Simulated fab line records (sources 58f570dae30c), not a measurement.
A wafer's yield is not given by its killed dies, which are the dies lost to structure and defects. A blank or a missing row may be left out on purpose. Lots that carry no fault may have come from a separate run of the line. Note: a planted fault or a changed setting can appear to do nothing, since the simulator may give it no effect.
Matching of chambers ; flow berkeley_cmos170 ; UCB170_M3_ETCH_17 on rie_diel-01 has 4 sister chambers
The step etches BARC in N2/H2. 8 wafers are shown with their chamber, then 7 later ones without.

WAFERS WITH THEIR CHAMBER
wafer;chamber;throttle_valve_pct (%);drypump_motor_current_A (A)
L299.5;1;13.05;5.0
L304.6;0;13.07;6.8
L315.1;3;13.60;6.6
L316.3;2;13.51;5.6
L316.4;1;13.04;4.9
L316.6;2;13.51;5.6
L317.3;0;13.08;6.8
L317.4;3;13.60;6.5

WAFERS MISSING THEIR CHAMBER
wafer;throttle_valve_pct (%);drypump_motor_current_A (A)
L317.6;13.60;6.5
L318.1;13.59;6.6
L318.2;13.04;5.0
L318.3;13.51;5.7
L319.1;13.51;5.7
L319.5;13.06;6.9
L319.6;13.06;4.9

THE CHAMBER EACH PASSED THROUGH
wafer;from the rows above;in truth
L317.6;3;3
L318.1;3;3
L318.2;1;1
L318.3;2;2
L319.1;2;2
L319.5;0;0
L319.6;1;1
Correct placement for 7 of the 7. Can't be placed from these rows: 0. Wrongly placed: 0.
How it was worked out, from the rows above alone: a wafer's distance from a chamber is the root of the sum, over the readings, of the square of ((its reading less the chamber's mean) divided by the reading's scatter). If the next closest chamber is less than 2 further off than the closest, the wafer can't be placed; otherwise it belongs to the closest. Each chamber's mean is taken over the wafers shown for it. The scatter is the square root of a quotient: the sum, over the shown wafers, of each reading's squared deviation from its chamber's mean, divided by wafers minus chambers.
